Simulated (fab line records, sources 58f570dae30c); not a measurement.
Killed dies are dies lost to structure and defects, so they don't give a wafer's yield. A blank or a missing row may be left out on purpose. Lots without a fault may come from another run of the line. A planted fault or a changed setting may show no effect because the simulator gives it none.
Which tool did it? | flow berkeley_cmos170 | 14 lots, 42 wafers sampled, at 2 steps of a route of 331

WHAT THE GAUGES READ, wafer by wafer
UCB170_M2_OVL_MEAS_16. Usual: M2_OVL -3 nm, standard deviation 4.8.
lot  | measured     | on         | M2_OVL (nm) | flag
L600 | day 7 23:26  | overlay-02 | 2 -13 -4    |
L601 | day 8 05:15  | overlay-02 | -3 2 1      |
L606 | day 9 06:11  | overlay-01 | -10 -14 -11 |
L604 | day 9 06:47  | overlay-02 | -2 -2 0     |
L605 | day 9 06:53  | overlay-02 | 3 -3 -3     |
L614 | day 10 18:27 | overlay-01 | -3 -8 -4    |
L615 | day 10 18:38 | overlay-02 | -4 -3 -1    |
L613 | day 10 19:26 | overlay-02 | -7 -14 -6   |
L616 | day 10 21:56 | overlay-02 | -6 -6 -10   |
L617 | day 10 22:16 | overlay-02 | -4 -6 -7    |
L618 | day 11 13:35 | overlay-02 | 3 3 7       |
L621 | day 11 14:08 | overlay-02 | -2 -2 -2    |
L619 | day 11 14:29 | overlay-02 | -4 -3 -2    |
L620 | day 11 22:59 | overlay-02 | -6 -7 -7    |

WHICH TOOL RAN EACH LOT (tool, then ch and the chambers of the sampled wafers, then the start)
lot  | UCB170_M2_STRIP_07
L600 | plasma_asher-02 ch 0,1, day 7 22:00
L601 | plasma_asher-02 ch 0,1, day 8 02:34
L606 | plasma_asher-01 ch 0,1, day 9 04:25
L604 | plasma_asher-02 ch 0,1, day 9 04:36
L605 | plasma_asher-03 ch 0,1, day 9 04:50
L614 | plasma_asher-03 ch 0,1, day 10 16:37
L615 | plasma_asher-02 ch 0,1, day 10 16:59
L613 | plasma_asher-03 ch 0,1, day 10 17:13
L616 | plasma_asher-01 ch 0,1, day 10 20:42
L617 | plasma_asher-02 ch 0,1, day 10 21:02
L618 | plasma_asher-01 ch 0,1, day 11 12:18
L621 | plasma_asher-02 ch 0,1, day 11 12:45
L619 | plasma_asher-01 ch 0,1, day 11 13:02
L620 | plasma_asher-01 ch 0,1, day 11 20:37
- UCB170_M2_STRIP_07: strips in O2.

WHAT THE TOOLS THEMSELVES READ (means of the sampled wafers that have a number; where no wafer has one, the mark that the record gives instead)
UCB170_M2_STRIP_07. Usual: chamber_pressure_mTorr 3500 mTorr, standard deviation 3.2; drypump_motor_current_A 6.1 A, standard deviation 0.51; oes_product_au 0.735 a.u., standard deviation 0.0043; strip_time_to_endpoint_s 21.98 s, standard deviation 0.057.
lot  | tool            | chamber_pressure_mTorr (mTorr) | drypump_motor_current_A (A) | oes_product_au (a.u.) | strip_time_to_endpoint_s (s) | flag
L600 | plasma_asher-02 | 3501                           | 5.7                         | 0.735                 | 21.96                        |
L601 | plasma_asher-02 | 3497                           | 5.7                         | 0.732                 | 21.94                        |
L606 | plasma_asher-01 | 3498                           | 6.2                         | 0.738                 | 22.00                        |
L604 | plasma_asher-02 | 3501                           | 5.7                         | 0.733                 | 21.93                        |
L605 | plasma_asher-03 | 3499                           | 5.9                         | 0.736                 | 22.01                        |
L614 | plasma_asher-03 | 3499                           | 5.9                         | 0.737                 | 22.05                        |
L615 | plasma_asher-02 | 3497                           | 6.3                         | 0.736                 | 22.02                        |
L613 | plasma_asher-03 | 3501                           | 5.9                         | 0.735                 | 21.96                        |
L616 | plasma_asher-01 | 3503                           | 6.2                         | 0.734                 | 22.00                        |
L617 | plasma_asher-02 | 3499                           | 6.3                         | 0.730                 | 22.08                        |
L618 | plasma_asher-01 | 3502                           | 6.3                         | 0.733                 | 21.91                        |
L621 | plasma_asher-02 | 3501                           | 6.3                         | 0.733                 | 22.01                        |
L619 | plasma_asher-01 | 3500                           | 6.3                         | 0.734                 | 22.04                        |
L620 | plasma_asher-01 | 3500                           | 6.3                         | 0.735                 | 21.97                        |

THE ANSWER, worked out from the rows above alone
Rule: a lot is off if the mean of its wafers that have a number lies more than 3 standard deviations from the usual mean. A lot without any number at a reading at which 4 lots or more have one is off too. The other lots that the step has rows for count as sound. The gauges are gone through in route order, then the tools' own readings, and for those a lot's mean is taken as printed above. The first step at which some lot is off is used, and at that step the reading that is off furthest; a lot without a number counts as furthest.
No lot is off at any reading shown: from this, nothing can be told.

WHAT THE SIMULATOR HAD PUT IN
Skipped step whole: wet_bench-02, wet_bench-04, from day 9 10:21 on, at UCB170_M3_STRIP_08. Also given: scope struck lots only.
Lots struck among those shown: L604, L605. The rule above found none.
